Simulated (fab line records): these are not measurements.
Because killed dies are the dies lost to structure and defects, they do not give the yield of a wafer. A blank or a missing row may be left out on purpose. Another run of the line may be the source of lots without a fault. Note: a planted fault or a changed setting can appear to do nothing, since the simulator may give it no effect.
A struck lot beside a sound one ; flow berkeley-cmos170 ; 14 steps out of a route of 331
Sound: these wafers, L469.1, L469.2, L469.6. Struck: wafers L462.4, L462.5, L462.6. The cause is given at the end.
For every step that has rows: the tool of each side, followed by ch and its chambers, followed by its first start. Under that, the readings that differ: sound wafers ; struck wafers ; difference of the means ; sigmas: that difference in standard deviations of wafers without a fault.
alike: words and numbers the same on both sides, and readings whose means are apart by under 2 such deviations; not compared: readings that were withheld, readings missing a value for some wafer, numbers with overlapping values and no deviation given by the record, and bounds like >300 which may hide the same value.
A row with sigmas, a row that says differs or no value, or rows on one side alone: a step with any of these is where the two part. Numbers that have no deviation but don't overlap get no sigmas and don't part them. Lack of a reading on every wafer of one side parts them only where that side has two or more wafers.

first, 3 steps without rows for these wafers: UCB170_PSD_EXPOSE_03 (exposes mask PSELECT MOD, target cd 1200 nm); UCB170_PSD_PEB_04; UCB170_PSD_DEVELOP_05 (develop time 45 s).
UCB170_PSD_CD_MEAS_06: the cd target is 1200 nm.
  sound on cd-sem-02, day 9 16:56; struck on cd-sem-02, day 8 02:03
  alike: cd-nm
UCB170_PSD_OVL_MEAS_07:
  sound on overlay-02, day 9 17:04; struck on overlay-02, day 8 02:08
reading;sound;struck;difference;sigmas
PSD_OVL (nm);-18 -11 -15;2 2 0;+16;+2
following that, these wafers have no rows for 1 step: UCB170_PSD_IMPLANT_08.
UCB170_PSD_STRIP_09: strips in O2.
  sound on plasma-asher-03 ch 0,1, day 9 17:15; struck on plasma-asher-03 ch 0,1, day 8 02:20
  alike: drypump-motor-current-A, oes-product-au, strip-time-to-endpoint-s
  not compared: rf-hours-counter-h
UCB170_PSD_TW_MEAS_10:
  sound on film-metro-02, day 9 17:21; struck on film-metro-01, day 8 02:25
  alike: PSD_TW
then, 4 steps without rows for these wafers: UCB170_PSD_CLEAN_11 (cleans in SPM, time 600 s); UCB170_NSD_HMDS_00 (prime time 60 s); UCB170_NSD_COAT_01 (resist thk 900 nm); UCB170_NSD_SOFTBAKE_02 (time 60 s).
UCB170_NSD_EXPOSE_03: exposes mask NSELECT MOD, target cd 1200 nm.
  struck on krf-scanner-02, day 8 03:46; sound on krf-scanner-01 ch 0, day 9 19:51
  no value came back on the struck wafers for exposure-dose-mJ-cm2, focus-offset-nm (nm), stage-vel-mm-s (mm/s); on the sound wafers exposure-dose-mJ-cm2 reads 29.97 29.94 30.00
  alike: mask
following that, these wafers have no rows for 1 step: UCB170_NSD_PEB_04.

## WHERE THEY PART
Earliest at UCB170_PSD_OVL_MEAS_07; latest, in this record, at UCB170_NSD_EXPOSE_03.

WHY: what the simulator had put in
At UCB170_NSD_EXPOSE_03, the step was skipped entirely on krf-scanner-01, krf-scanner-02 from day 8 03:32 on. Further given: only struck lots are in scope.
